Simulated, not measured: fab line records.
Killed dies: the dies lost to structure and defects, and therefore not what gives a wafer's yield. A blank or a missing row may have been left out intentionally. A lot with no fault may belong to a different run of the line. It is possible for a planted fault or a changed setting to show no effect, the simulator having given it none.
What tool caused it? || flow ritCmos || 14 lots, 42 wafers sampled, at 2 steps of a route of 202

== WHAT EACH GAUGE READ, for each wafer ==
No reading from a measuring or inspecting step in the record can be judged against a usual standard deviation.

== WHAT TOOL EACH LOT RAN ON (gives the tool, then ch and the chambers of the sampled wafers, and finally the start) ==
{"lot": "L546", "RIT_NWELL_IMPLANT_08": "implanter-01 ch 0, day 2 13:04", "RIT_M1_PROBE_99": "-"}
{"lot": "L547", "RIT_NWELL_IMPLANT_08": "implanter-03 ch 0, day 2 18:31", "RIT_M1_PROBE_99": "prober-02, day 4 05:48"}
{"lot": "L549", "RIT_NWELL_IMPLANT_08": "implanter-04 ch 0, day 3 04:58", "RIT_M1_PROBE_99": "-"}
{"lot": "L550", "RIT_NWELL_IMPLANT_08": "implanter-01 ch 0, day 3 09:15", "RIT_M1_PROBE_99": "-"}
{"lot": "L551", "RIT_NWELL_IMPLANT_08": "implanter-01 ch 0, day 3 14:19", "RIT_M1_PROBE_99": "-"}
{"lot": "L552", "RIT_NWELL_IMPLANT_08": "implanter-04 ch 0, day 3 18:17", "RIT_M1_PROBE_99": "-"}
{"lot": "L553", "RIT_NWELL_IMPLANT_08": "implanter-03 ch 0, day 3 22:27", "RIT_M1_PROBE_99": "prober-02, day 5 13:23"}
{"lot": "L555", "RIT_NWELL_IMPLANT_08": "implanter-03 ch 0, day 4 09:55", "RIT_M1_PROBE_99": "-"}
{"lot": "L559", "RIT_NWELL_IMPLANT_08": "implanter-04 ch 0, day 5 06:20", "RIT_M1_PROBE_99": "-"}
{"lot": "L560", "RIT_NWELL_IMPLANT_08": "implanter-01 ch 0, day 5 12:44", "RIT_M1_PROBE_99": "-"}
{"lot": "L561", "RIT_NWELL_IMPLANT_08": "implanter-01 ch 0, day 5 15:49", "RIT_M1_PROBE_99": "prober-02, day 7 12:22"}
{"lot": "L564", "RIT_NWELL_IMPLANT_08": "implanter-04 ch 0, day 6 13:02", "RIT_M1_PROBE_99": "prober-01, day 8 21:20"}
{"lot": "L565", "RIT_NWELL_IMPLANT_08": "implanter-03 ch 0, day 6 13:20", "RIT_M1_PROBE_99": "-"}
{"lot": "L566", "RIT_NWELL_IMPLANT_08": "implanter-03 ch 0, day 7 05:47", "RIT_M1_PROBE_99": "-"}
- RIT_NWELL_IMPLANT_08
- RIT_M1_PROBE_99

== WHAT THE TOOLS THEMSELVES READ (means of the sampled wafers that have a number; where no wafer has one, the mark that the record gives instead) ==
RIT_NWELL_IMPLANT_08. Usual: tiltDeg 7.001 degrees, standard deviation 0.021.
{"lot": "L546", "tool": "implanter-01", "tiltDeg (degrees)": 7.029, "flag": ""}
{"lot": "L547", "tool": "implanter-03", "tiltDeg (degrees)": 6.992, "flag": ""}
{"lot": "L549", "tool": "implanter-04", "tiltDeg (degrees)": 7.001, "flag": ""}
{"lot": "L550", "tool": "implanter-01", "tiltDeg (degrees)": 6.997, "flag": ""}
{"lot": "L551", "tool": "implanter-01", "tiltDeg (degrees)": 6.995, "flag": ""}
{"lot": "L552", "tool": "implanter-04", "tiltDeg (degrees)": 7.010, "flag": ""}
{"lot": "L553", "tool": "implanter-03", "tiltDeg (degrees)": 6.986, "flag": ""}
{"lot": "L555", "tool": "implanter-03", "tiltDeg (degrees)": 6.979, "flag": ""}
{"lot": "L559", "tool": "implanter-04", "tiltDeg (degrees)": 7.012, "flag": ""}
{"lot": "L560", "tool": "implanter-01", "tiltDeg (degrees)": 5.000, "flag": "OFF"}
{"lot": "L561", "tool": "implanter-01", "tiltDeg (degrees)": 5.022, "flag": "OFF"}
{"lot": "L564", "tool": "implanter-04", "tiltDeg (degrees)": 6.993, "flag": ""}
{"lot": "L565", "tool": "implanter-03", "tiltDeg (degrees)": 6.993, "flag": ""}
{"lot": "L566", "tool": "implanter-03", "tiltDeg (degrees)": 6.995, "flag": ""}

RIT_M1_PROBE_99. Usual: killedAtContacts 0.1, standard deviation 0.25; killedAtFrontEnd 7, standard deviation 3.3; killedDies 7, standard deviation 3.2; killedOpen 3.6, standard deviation 2.2; killedShort 3.5, standard deviation 2.
{"lot": "L547", "tool": "prober-02", "killedAtContacts": 0.0, "killedAtFrontEnd": 5, "killedDies": 5, "killedOpen": 2.3, "killedShort": 3.0, "flag": ""}
{"lot": "L553", "tool": "prober-02", "killedAtContacts": 0.0, "killedAtFrontEnd": 6, "killedDies": 6, "killedOpen": 5.0, "killedShort": 1.3, "flag": ""}
{"lot": "L561", "tool": "prober-02", "killedAtContacts": 0.0, "killedAtFrontEnd": 5, "killedDies": 5, "killedOpen": 2.3, "killedShort": 2.3, "flag": ""}
{"lot": "L564", "tool": "prober-01", "killedAtContacts": 0.0, "killedAtFrontEnd": 7, "killedDies": 7, "killedOpen": 3.3, "killedShort": 3.3, "flag": ""}

== THE ANSWER, worked out from the rows above alone ==
Rule: a lot is off if the mean of its wafers that have a number lies more than 3 standard deviations from the usual mean. Also off: a lot with no number at a reading for which 4 or more lots have one. The other lots that the step has rows for count as sound. Order of review: gauges by route order, followed by the tools' own readings, for which a lot's mean as printed above is used. The first step at which some lot is off is used, and at that step the reading that is off furthest; a lot without a number counts as furthest.
Off at RIT_NWELL_IMPLANT_08 (tiltDeg): L560, L561.
If a tool, at that step or one of the process steps before it, ran each lot that is off and ran no sound lot following the first of them, it fits. One fits: implanter-01 at RIT_NWELL_IMPLANT_08. Its last sound lot is L551 (day 3 14:19), its first lot that is off L560 (day 5 12:44): a fault that began between those two fits.
The tool's own readings at RIT_NWELL_IMPLANT_08 bear it out: on the lots that are off they differ by more than 5 times the standard deviation of the sound lots' means. tiltDeg reads 5.011 degrees there against 6.998 degrees on the sound lots.

== WHAT THE SIMULATOR HAD PUT IN ==
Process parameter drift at RIT_NWELL_IMPLANT_08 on implanter-01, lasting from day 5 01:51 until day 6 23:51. A move of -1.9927 in setting tiltDeg, from 7. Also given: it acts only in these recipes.
Struck lots among those shown: L560, L561. The rule above found the same.
